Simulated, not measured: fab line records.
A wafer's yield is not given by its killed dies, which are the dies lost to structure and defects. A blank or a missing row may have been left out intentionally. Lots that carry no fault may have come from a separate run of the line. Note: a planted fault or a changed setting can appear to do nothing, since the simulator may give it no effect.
Check of tool commonality	flow ritCmos	42 wafers sampled across 14 lots

THE REASON FOR OPENING IT
At RIT_SDANNEAL_RS_MEAS_04 the reading PSD_RS is flagged on 2 of 14 lots. No-fault wafers: 115.9 ohm/sq, standard deviation 0.33.
Rule: a lot is flagged when every wafer of it that has a number lies more than 4 standard deviations from that mean, or none has a number. As for the other lots, they are considered sound.

lot	measured	on	PSD_RS (ohm/sq), wafer by wafer	flag
L763	day 3 05:08	filmMetro-03	115.9 115.8 115.8	
L764	day 3 12:19	filmMetro-01	116.9 116.4 116.3	
L766	day 3 19:43	filmMetro-04	115.1 115.2 115.1	
L767	day 4 02:48	filmMetro-01	116.0 115.8 116.0	
L768	day 4 04:02	filmMetro-04	72.7 72.6 72.7	FLAGGED
L770	day 4 12:20	filmMetro-03	73.1 72.8 73.1	FLAGGED
L773	day 5 05:41	filmMetro-04	115.4 115.7 115.6	
L775	day 5 15:19	filmMetro-04	115.8 115.8 115.6	
L779	day 6 10:30	filmMetro-04	116.2 115.9 115.8	
L781	day 6 19:52	filmMetro-04	116.1 116.2 115.6	
L783	day 7 05:46	filmMetro-04	116.4 115.9 115.7	
L784	day 7 22:22	filmMetro-01	116.4 116.4 116.3	
L785	day 8 04:03	filmMetro-01	116.1 115.8 115.7	
L786	day 8 05:28	filmMetro-01	115.6 115.4 115.9	
Flagged lots average 72.8 ohm/sq: -43.1 ohm/sq relative to the usual, that is -99 or more standard deviations.

EACH LOT AND THE TOOL IT RAN ON
Before the reading, the record contains 2 process steps out of a 202-step route. Each cell gives the tool, then ch followed by the chambers the sampled wafers passed through, then the start.
lot	flag	RIT_NLDD_STRIP_09	RIT_SDANNEAL_RTA_03
L763		plasmaAsher-02 ch 0,1, day 2 21:09	rtpAnneal-02 ch 0, day 3 05:04
L764		plasmaAsher-04 ch 0,1, day 3 04:22	rtpAnneal-01 ch 0, day 3 12:15
L766		plasmaAsher-02 ch 0,1, day 3 10:49	rtpAnneal-01 ch 0, day 3 19:39
L767		plasmaAsher-03 ch 0,1, day 3 19:17	rtpAnneal-02 ch 0, day 4 02:44
L768	FLAGGED	plasmaAsher-04 ch 0,1, day 3 20:22	rtpAnneal-01 ch 0, day 4 03:58
L770	FLAGGED	plasmaAsher-04 ch 0,1, day 4 04:34	rtpAnneal-01 ch 0, day 4 12:17
L773		plasmaAsher-04 ch 0,1, day 4 21:11	rtpAnneal-02 ch 0, day 5 05:38
L775		plasmaAsher-03 ch 0,1, day 5 07:52	rtpAnneal-02 ch 0, day 5 15:15
L779		plasmaAsher-02 ch 0,1, day 6 02:56	rtpAnneal-02 ch 0, day 6 10:26
L781		plasmaAsher-04 ch 0,1, day 6 12:27	rtpAnneal-02 ch 0, day 6 19:47
L783		plasmaAsher-02 ch 0,1, day 6 21:48	rtpAnneal-02 ch 0, day 7 05:43
L784		plasmaAsher-03 ch 0,1, day 7 03:14	rtpAnneal-01 ch 0, day 7 22:19
L785		plasmaAsher-02 ch 0,1, day 7 19:55	rtpAnneal-02 ch 0, day 8 03:59
L786		plasmaAsher-02 ch 0,1, day 7 20:10	rtpAnneal-01 ch 0, day 8 05:24
What is done by these steps:
- RIT_NLDD_STRIP_09: strips in O2, time 180 s.
- RIT_SDANNEAL_RTA_03: time 5 s.
- RIT_SDANNEAL_RS_MEAS_04: measures by four-point-probe.

FLAGGED OVER TOTAL, TOOL BY TOOL (the gauges that took the reading come last)
step	tool	lots run	flagged	share of the flagged lots	sound lots run after its first flagged lot
RIT_NLDD_STRIP_09	plasmaAsher-02	6	0	none	-
RIT_NLDD_STRIP_09	plasmaAsher-03	3	0	none	-
RIT_NLDD_STRIP_09	plasmaAsher-04	5	2	all	2 (L773,L781)
RIT_SDANNEAL_RTA_03	rtpAnneal-01	6	2	all	2 (L784,L786)
RIT_SDANNEAL_RTA_03	rtpAnneal-02	8	0	none	-
RIT_SDANNEAL_RS_MEAS_04	filmMetro-01	5	0	none	-
RIT_SDANNEAL_RS_MEAS_04	filmMetro-03	2	1	some	0
RIT_SDANNEAL_RS_MEAS_04	filmMetro-04	7	1	some	5 (L773,L775,L779,L781,L783)

THE TABLE: WHAT IT ALLOWS
2 rows of the table ran every flagged lot: plasmaAsher-04 at RIT_NLDD_STRIP_09, rtpAnneal-01 at RIT_SDANNEAL_RTA_03.
- plasmaAsher-04 at RIT_NLDD_STRIP_09 ran 5 lots, 2 of them flagged. Lots that were sound ran on it after the first flagged one (L773, L781); a persistent fault on the entire tool would not allow that.
- rtpAnneal-01 at RIT_SDANNEAL_RTA_03 ran 6 lots, 2 of them flagged. Lots that were sound ran on it after the first flagged one (L784, L786); a persistent fault on the entire tool would not allow that.
There is no row in the table that ran each flagged lot and no sound lot after the first.

WHAT WAS PUT IN BY THE SIMULATOR
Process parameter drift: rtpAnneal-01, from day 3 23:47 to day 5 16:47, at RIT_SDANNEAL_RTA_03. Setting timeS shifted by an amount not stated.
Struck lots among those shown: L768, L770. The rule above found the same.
